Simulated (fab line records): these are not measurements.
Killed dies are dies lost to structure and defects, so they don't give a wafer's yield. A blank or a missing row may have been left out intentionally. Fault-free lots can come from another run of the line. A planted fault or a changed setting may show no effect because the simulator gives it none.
The tool behind it: which one?    flow berkeley-cmos170    13 lots with 39 wafers sampled at 2 steps, on a route of 331 steps

== WHAT EACH GAUGE READ, for each wafer ==
UCB170_PWELL_THK_MEAS_06.
lot   measured     on             PWELL_NITRIDE_THK (nm)
L527  day 3 02:30  film-metro-02  218.7 219.7 221.5
L528  day 3 10:04  film-metro-02  223.8 223.9 222.6
L529  day 3 10:01  film-metro-01  221.9 220.8 221.4
L530  day 3 15:11  film-metro-01  222.1 221.4 220.2
L535  day 4 20:11  film-metro-01  307.5 305.4 306.3 307.3 305.4 306.0
L536  day 4 20:11  film-metro-04  304.1 305.3 304.3 303.9 305.5 304.0
L537  day 5 08:16  film-metro-04  303.9 301.0 303.2 303.8 300.5 303.6
L541  day 6 03:54  film-metro-04  220.0 220.2 222.4
L543  day 6 03:54  film-metro-01  224.2 224.4 224.0
L542  day 6 11:11  film-metro-04  218.5 217.5 216.8
L548  day 7 17:39  film-metro-02  220.7 222.8 221.7
L549  day 7 17:40  film-metro-04  222.3 223.4 223.5
L550  day 7 22:54  film-metro-02  221.0 222.5 220.4

== WHICH TOOL RAN EACH LOT (tool, then ch and the chambers of the sampled wafers, then the start) ==
lot   UCB170_PWELL_CVD_05
L527  lpcvd-02 ch 1, day 3 00:35
L528  lpcvd-01 ch 1, day 3 07:58
L529  lpcvd-01 ch 1, day 3 07:58
L530  lpcvd-01 ch 1, day 3 13:07
L535  lpcvd-02 ch 1, day 4 17:18
L536  lpcvd-02 ch 0, day 4 17:18
L537  lpcvd-02 ch 0, day 5 05:23
L541  lpcvd-01 ch 1, day 6 01:59
L543  lpcvd-01 ch 0, day 6 01:59
L542  lpcvd-01 ch 1, day 6 09:16
L548  lpcvd-01 ch 1, day 7 15:43
L549  lpcvd-01 ch 1, day 7 15:43
L550  lpcvd-01 ch 0, day 7 20:58
- UCB170_PWELL_CVD_05: deposits Si3N4 from SiH2Cl2/NH3, target thk 220 nm, time 3300 s.

== AS READ BY THE TOOLS THEMSELVES (means over the sampled wafers that have a number; for cases with no such wafer, the mark the record gives instead) ==
UCB170_PWELL_CVD_05.
lot   tool      nh3-flow-sccm (sccm)  spike-tc-centre-C (C)  spike-tc-load-C (C)  spike-tc-source-C (C)  susceptor-temp-C (C)
L527  lpcvd-02  75.08                 803.2                  824.3                821.8                  799.7
L528  lpcvd-01  75.16                 801.9                  825.5                824.3                  800.3
L529  lpcvd-01  75.00                 802.6                  826.5                825.0                  799.9
L530  lpcvd-01  75.26                 802.9                  825.5                825.5                  800.1
L535  lpcvd-02  74.93                 821.7                  845.4                839.8                  818.3
L536  lpcvd-02  75.18                 820.1                  841.6                842.2                  818.3
L537  lpcvd-02  75.29                 820.8                  841.2                842.3                  818.3
L541  lpcvd-01  74.68                 802.3                  825.7                825.3                  800.4
L543  lpcvd-01  74.97                 801.9                  825.8                821.0                  799.9
L542  lpcvd-01  74.80                 802.3                  827.0                824.3                  800.4
L548  lpcvd-01  75.08                 801.9                  824.8                824.2                  799.8
L549  lpcvd-01  74.82                 802.5                  825.8                825.4                  800.3
L550  lpcvd-01  74.91                 801.9                  824.5                819.0                  800.2

== THE ANSWER, worked out from the rows above alone ==
Rule: the usual values come from the lots themselves. Put in order of their means at a reading, lots are off if they are a third of the lots or fewer, leave a main group of 4 or more, and stand apart from it by a gap of 3 or more times the standard deviation of the main group's means; of several such gaps the widest counts. If all means in a main group match to the digits the tables above print for the reading, that group is not used. A lot without any number at a reading at which 4 lots or more have one is off too. The other lots that the step has rows for count as sound. The gauges are gone through in route order, then the tools' own readings, and for those a lot's mean is taken as printed above. At the first step where some lot is off, the reading lying furthest off is the one used; lots without a number count as furthest.
Off: at UCB170_PWELL_THK_MEAS_06 (PWELL_NITRIDE_THK), L535, L536, L537. The main group has a mean of 221.5 nm with a standard deviation of 1.8.
A tool fits if, at a process step before that reading, it ran every lot that is off, and no sound lot after the first of them. Not tried: the gauges at UCB170_PWELL_THK_MEAS_06; whatever is off there is also off at UCB170_PWELL_CVD_05, on other tools, and gauge error can't account for it. One fits: UCB170_PWELL_CVD_05 on lpcvd-02. Its last sound lot is L527 (day 3 00:35), its first lot that is off L535 (day 4 17:18): a fault that began between those two fits.
The tool's own readings at UCB170_PWELL_CVD_05 bear it out: on the lots that are off they differ by more than 5 times the standard deviation of the sound lots' means. spike-tc-centre-C reads 820.9 C there against 802.3 C on the sound lots; spike-tc-load-C reads 842.7 C there against 825.5 C on the sound lots; spike-tc-source-C reads 841.4 C there against 823.6 C on the sound lots; susceptor-temp-C reads 818.3 C there against 800.1 C on the sound lots.

== WHAT WAS PUT IN BY THE SIMULATOR ==
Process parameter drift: lpcvd-02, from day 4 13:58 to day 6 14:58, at UCB170_PWELL_CVD_05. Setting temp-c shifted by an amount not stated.
Lots struck among those shown: L536, L535, L537. The same result came from the rule above.
